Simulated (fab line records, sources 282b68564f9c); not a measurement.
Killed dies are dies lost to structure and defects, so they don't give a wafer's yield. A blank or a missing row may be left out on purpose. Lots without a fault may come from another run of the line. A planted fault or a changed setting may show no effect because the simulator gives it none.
A struck lot beside a sound one | flow rit_cmos | 32 steps out of a route of 202
Sound: wafers L919.1, L919.3, L919.6. Struck: wafers L937.3, L937.5, L937.6. The cause comes at the end.
At each step with rows: each side's tool, then ch and its chambers, then its first start. Under that, the readings that differ: sound wafers | struck wafers | difference of the means | sigmas: that difference in standard deviations of wafers without a fault.
alike: readings whose means differ by less than 2 such deviations, and words and numbers that are the same on both sides. not compared: withheld readings, readings that some wafer has no value for, bounds like >300 that may hide the same value, and numbers for which the record gives no deviation and whose values overlap.
The two part at a step that has a row with sigmas, a row that says differs or no value, or rows on one side only. Numbers that don't overlap but have no deviation are shown without sigmas and don't part them. A reading that every wafer of one side lacks parts them only if that side has two wafers or more.

RIT_NRETRO_TW_MEAS_10:
  sound on film_metro-02, day 2 06:28; struck on film_metro-04, day 6 02:08
  alike: NRETRO_TW
then, 6 steps without rows for these wafers: RIT_PRETRO_HMDS_00 (prime time 60 s); RIT_PRETRO_COAT_01 (resist thk 1300 nm); RIT_PRETRO_SOFTBAKE_02 (time 60 s); RIT_PRETRO_EXPOSE_03 (exposes mask M5, target cd 43700 nm); RIT_PRETRO_PEB_04; RIT_PRETRO_DEVELOP_05 (develop time 68 s).
RIT_PRETRO_OVL_MEAS_06:
  sound on overlay-01, day 2 07:24; struck on overlay-02, day 6 03:05
  reading         | sound       | struck         | difference | sigmas
  PRETRO_OVL (nm) | 0.8 1.8 2.5 | -2.3 -1.5 -1.3 | -3.4       | -3
then, 2 steps without rows for these wafers: RIT_PRETRO_HARDBAKE_07 (time 120 s); RIT_PRETRO_IMPLANT_08.
RIT_PRETRO_STRIP_09: strips in O2, time 180 s.
  sound on plasma_asher-02 ch 0,1, day 2 07:50; struck on plasma_asher-02 ch 0,1, day 6 03:43
  alike: drypump_motor_current_A
  not compared: rf_hours_counter_h
RIT_PRETRO_TW_MEAS_10:
  sound on film_metro-01, day 2 08:01; struck on film_metro-01, day 6 03:52
  alike: PRETRO_TW
RIT_GATE_WET_ETCH_00: etches SiO2 in BOE, target depth 56 nm, time 60 s.
  sound on wet_bench-02 ch 3, day 2 08:04; struck on wet_bench-04 ch 0, day 6 03:54
  no value came back on the struck wafers for bath_heat_duty_pct (%), run_length_s (s), temp_c (C); on the sound wafers bath_heat_duty_pct (%) reads 1.7 1.8 1.5
  reading                                       | sound           | struck            | difference | sigmas
  model.SiO2_of_FOX2_OXIDATION_00.thk_nm (nm)   | 269.5 277 272.5 | 335.3 334.2 327.5 | +59.3      |
  model.SiO2_of_ACTIVE_OXIDATION_01.thk_nm (nm) | 0 0 0           | 42.03 42.57 41.31 | +41.97     |
then, 4 steps without rows for these wafers: RIT_GATE_CLEAN_01 (cleans in SC1, time 600 s); RIT_GATE_CLEAN_02 (cleans in dHF, time 30 s); RIT_GATE_CLEAN_03 (cleans in SC2, time 600 s); RIT_GATE_CLEAN_04 (cleans in dHF, time 60 s).
RIT_FOX2_THK_MEAS_91:
  sound on film_metro-04, day 2 08:30; struck on film_metro-03, day 6 04:20
  reading                     | sound       | struck      | difference | sigmas
  FIELD_OXIDE_LEFT_2_THK (nm) | 257 265 260 | 323 322 316 | +60        | +9
then, 9 steps without rows for these wafers: RIT_GATE_OXIDATION_05 (target thk 3 nm, ox time 270 s); RIT_GATE_ANNEAL_06 (time 600 s); RIT_GATE_CVD_08 (deposits poly-Si from SiH4, target thk 250 nm, time 2220 s); RIT_GATE_HMDS_10 (prime time 60 s); RIT_GATE_COAT_11 (resist thk 850 nm); RIT_GATE_SOFTBAKE_12 (time 60 s); RIT_GATE_EXPOSE_13 (exposes mask M6, target cd 150 nm); RIT_GATE_PEB_14; RIT_GATE_DEVELOP_15 (develop time 50 s).
RIT_GATE_CD_MEAS_16: target cd 150 nm.
  sound on cd_sem-01, day 2 13:25; struck on cd_sem-02, day 6 11:02
  alike: cd_nm
RIT_GATE_OVL_MEAS_17:
  sound on overlay-02, day 2 13:32; struck on overlay-02, day 6 11:08
  alike: GATE_OVL
then, 1 step without rows for these wafers: RIT_GATE_HARDBAKE_18 (time 60 s).
RIT_GATE_ETCH_19: etches poly-Si in SF6/CHF3/O2, stops on SiO2, time 165 s, target depth 312.5 nm.
  sound on rie_si-01 ch 2,3, day 2 13:43; struck on rie_si-01 ch 1,2, day 6 11:18
  reading                                     | sound           | struck            | difference | sigmas
  model.SiO2_of_FOX2_OXIDATION_00.thk_nm (nm) | 246.9 254 249.4 | 312.5 311.5 304.8 | +59.5      |
  alike: CHF3_flow_sccm, O2_flow_sccm, drypump_motor_current_A, oes_product_au, throttle_valve_pct
  not compared: rf_hours_counter_h
RIT_GATE_STRIP_20: strips in O2, time 180 s.
  sound on plasma_asher-01 ch 0,1, day 2 13:49; struck on plasma_asher-01 ch 0,1, day 6 11:28
  alike: drypump_motor_current_A
  not compared: rf_hours_counter_h

WHERE THEY PART
First at RIT_PRETRO_OVL_MEAS_06; last, within this record, at RIT_FOX2_THK_MEAS_91. Later steps at which nothing parts them and some readings are alike: RIT_GATE_CD_MEAS_16, RIT_GATE_OVL_MEAS_17, RIT_GATE_ETCH_19, RIT_GATE_STRIP_20.

WHY: what the simulator had put in
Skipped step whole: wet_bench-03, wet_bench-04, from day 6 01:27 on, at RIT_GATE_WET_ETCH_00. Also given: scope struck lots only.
